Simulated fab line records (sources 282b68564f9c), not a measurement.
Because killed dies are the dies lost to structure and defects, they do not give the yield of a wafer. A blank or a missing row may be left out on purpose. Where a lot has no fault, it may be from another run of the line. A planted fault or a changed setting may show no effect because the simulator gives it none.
The tool behind it: which one? + flow ritCmos + 14 lots, 42 wafers sampled, at 2 steps of a route of 202

== WHAT EACH GAUGE READ, for each wafer ==
RIT_M1_CD_MEAS_09: the cd target is 2600 nm. Usual: cdNm at 2599.4 nm, with a standard deviation of 1.7.
| lot  | measured    | on       | cdNm (nm)                                 | flag |
|------|-------------|----------|-------------------------------------------|------|
| L385 | day 3 17:01 | cdSem-02 | 2599.9 2601.4 2601.9                      |      |
| L387 | day 3 23:14 | cdSem-02 | 2600.8 2598.5 2599.0                      |      |
| L388 | day 4 07:13 | cdSem-02 | 2598.2 2598.6 2596.9                      |      |
| L389 | day 4 10:56 | cdSem-02 | 2601.1 2600.7 2601.6                      |      |
| L390 | day 4 11:04 | cdSem-01 | 2596.9 2598.9 2600.1                      |      |
| L391 | day 4 23:41 | cdSem-02 | 2598.2 2599.8 2599.9                      |      |
| L392 | day 5 02:18 | cdSem-02 | 2603.0 2602.8 2602.1                      |      |
| L393 | day 5 03:16 | cdSem-02 | 2598.6 2598.9 2598.3                      |      |
| L401 | day 7 00:17 | cdSem-01 | 2610.1 2609.6 2610.1 2610.5 2609.9 2609.9 | OFF  |
| L402 | day 7 06:02 | cdSem-02 | 2609.1 2608.0 2610.3 2609.1 2608.2 2610.2 | OFF  |
| L403 | day 7 08:46 | cdSem-01 | 2600.0 2598.9 2597.4                      |      |
| L404 | day 7 12:10 | cdSem-01 | 2599.8 2601.2 2598.4                      |      |
| L406 | day 7 20:58 | cdSem-01 | 2598.5 2598.8 2598.2                      |      |
| L407 | day 8 00:03 | cdSem-01 | 2595.8 2597.5 2598.4                      |      |

== WHICH TOOL RAN EACH LOT (tool, then ch and the chambers of the sampled wafers, then the start) ==
| lot  | RIT_M1_DEVELOP_08               |
|------|---------------------------------|
| L385 | lithoTrack-04 ch 0, day 3 16:00 |
| L387 | lithoTrack-01 ch 0, day 3 23:00 |
| L388 | lithoTrack-02 ch 0, day 4 07:00 |
| L389 | lithoTrack-04 ch 0, day 4 10:00 |
| L390 | lithoTrack-01 ch 0, day 4 10:00 |
| L391 | lithoTrack-01 ch 0, day 4 23:00 |
| L392 | lithoTrack-02 ch 0, day 5 02:00 |
| L393 | lithoTrack-04 ch 0, day 5 03:00 |
| L401 | lithoTrack-02 ch 0, day 7 00:00 |
| L402 | lithoTrack-02 ch 0, day 7 05:00 |
| L403 | lithoTrack-04 ch 0, day 7 08:00 |
| L404 | lithoTrack-04 ch 0, day 7 12:00 |
| L406 | lithoTrack-01 ch 0, day 7 20:00 |
| L407 | lithoTrack-04 ch 0, day 7 23:00 |
- RIT_M1_DEVELOP_08: develop time 68 s.

== WHAT THE TOOLS THEMSELVES READ (means of the sampled wafers that have a number; where no wafer has one, the mark that the record gives instead) ==
The record holds no such reading with a usual standard deviation.

== THE ANSWER, worked out from the rows above alone ==
Rule: take the mean of a lot's wafers that have a number; if it is more than 3 standard deviations from the usual mean, the lot is off. Also off: a lot with no number at a reading for which 4 or more lots have one. Where the step has rows for the other lots, those lots are counted as sound. Order of review: gauges by route order, followed by the tools' own readings, for which a lot's mean as printed above is used. At the first step where some lot is off, the reading lying furthest off is the one used; lots without a number count as furthest.
Off: L401, L402, at RIT_M1_CD_MEAS_09 (cdNm).
A tool fits if, at a process step before that reading, it ran every lot that is off, and no sound lot after the first of them. Gauges at RIT_M1_CD_MEAS_09: tried the same way as those tools. One candidate fits, namely lithoTrack-02 at RIT_M1_DEVELOP_08. A fault onset in the window from L392 (day 5 02:00, its last sound lot) to L401 (day 7 00:00, its first lot off) fits.

== WHAT THE SIMULATOR HAD INSERTED ==
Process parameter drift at RIT_M1_DEVELOP_08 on lithoTrack-02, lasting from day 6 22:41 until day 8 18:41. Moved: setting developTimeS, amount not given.
Struck lots among those shown: L401, L402. The rule given above showed the same thing.
